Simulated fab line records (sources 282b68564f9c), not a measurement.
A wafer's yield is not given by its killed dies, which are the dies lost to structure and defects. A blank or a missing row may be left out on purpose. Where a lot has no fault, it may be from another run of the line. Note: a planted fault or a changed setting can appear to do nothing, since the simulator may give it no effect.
A lot that was struck, set against a sound lot || flow rit-cmos || 18 out of 202 route steps
Sound: wafers L952.2, L952.5, L952.6. Struck: wafers L944.1, L944.2, L944.5. At the end, the cause is stated.
At each step with rows: each side's tool, then ch and its chambers, then its first start. Under that, the readings that differ: sound wafers || struck wafers || difference of the means || sigmas: that difference in standard deviations of wafers without a fault.
alike: readings whose means differ by less than 2 such deviations, and words and numbers that are the same on both sides. not compared: withheld readings, readings that some wafer has no value for, bounds like >300 that may hide the same value, and numbers for which the record gives no deviation and whose values overlap.
Wherever a step has rows on one side only, a row that says differs or no value, or a row with sigmas, the two part there. Numbers that don't overlap but have no deviation are shown without sigmas and don't part them. Lack of a reading on every wafer of one side parts them only where that side has two or more wafers.

first, 4 steps without rows for these wafers: RIT_NRETRO_SOFTBAKE_02 (time 60 s); RIT_NRETRO_EXPOSE_03 (exposes mask M4, target cd 43900 nm); RIT_NRETRO_PEB_04; RIT_NRETRO_DEVELOP_05 (develop time 68 s).
RIT_NRETRO_OVL_MEAS_06:
  struck on overlay-02, day 4 07:35; sound on overlay-02, day 5 23:19
{"reading": "NRETRO_OVL (nm)", "sound": "-2.5 -2.6 -2.6", "struck": "1.2 2.2 2.2", "difference": "+4.4", "sigmas": "+3"}
then, 2 steps without rows for these wafers: RIT_NRETRO_HARDBAKE_07 (time 120 s); RIT_NRETRO_IMPLANT_08.
RIT_NRETRO_STRIP_09: strips in O2, time 180 s.
  sound on plasma-asher-04 ch 0,1, day 5 23:44; struck on plasma-asher-03 ch 0,1, day 4 08:01
  alike: drypump-motor-current-A, o2-flow-sccm
  not compared: rf-hours-counter-h
RIT_NRETRO_TW_MEAS_10:
  struck on film-metro-03, day 4 08:11; sound on film-metro-03, day 5 23:56
  alike: NRETRO_TW
then, 3 steps without rows for these wafers: RIT_PRETRO_HMDS_00 (prime time 60 s); RIT_PRETRO_COAT_01 (resist thk 1300 nm); RIT_PRETRO_SOFTBAKE_02 (time 60 s).
RIT_PRETRO_EXPOSE_03: exposes mask M5, target cd 43700 nm.
  sound on iline-stepper-02 ch 0, day 6 00:27; struck on iline-stepper-01 ch 0, day 4 08:49
{"reading": "model.PRETRO.overlay-x-nm (nm)", "sound": "1.17 1.17 1.17", "struck": "241.8 241.8 241.8", "difference": "+240.6", "sigmas": ""}
  alike: mask, exposure-dose-mJ-cm2
then, 2 steps without rows for these wafers: RIT_PRETRO_PEB_04; RIT_PRETRO_DEVELOP_05 (develop time 68 s).
RIT_PRETRO_OVL_MEAS_06:
  struck on overlay-02, day 4 09:15; sound on overlay-01, day 6 00:52
{"reading": "PRETRO_OVL (nm)", "sound": "-0.8 0.4 -1.8", "struck": "240.8 241.2 241.6", "difference": "+241.9", "sigmas": "+99 or more"}
then, 1 step without rows for these wafers: RIT_PRETRO_HARDBAKE_07 (time 120 s).
RIT_M1_PROBE_99:
  struck on prober-02, day 5 11:18; sound on prober-02, day 7 05:54
{"reading": "model.etest.retro-edge-pmos.off-log10-a-um", "sound": "-10.03 -10.4 -10.29", "struck": "-8.669 -8.36 -8.18", "difference": "+1.837", "sigmas": ""}
{"reading": "model.etest.retro-edge-nmos.off-log10-a-um", "sound": "-9.637 -9.737 -9.515", "struck": "-8.17 -8.242 -8.252", "difference": "+1.41", "sigmas": ""}
  alike: killed-at-contacts, killed-at-front-end, killed-dies, killed-open, killed-short
  not compared: model.etest.well-edge-left.line-ohm-um

== WHERE THEY PART ==
First at RIT_NRETRO_OVL_MEAS_06; last, within this record, at RIT_PRETRO_OVL_MEAS_06. Later steps at which nothing parts them and some readings are alike: RIT_M1_PROBE_99.

WHY: what had been put in by the simulator
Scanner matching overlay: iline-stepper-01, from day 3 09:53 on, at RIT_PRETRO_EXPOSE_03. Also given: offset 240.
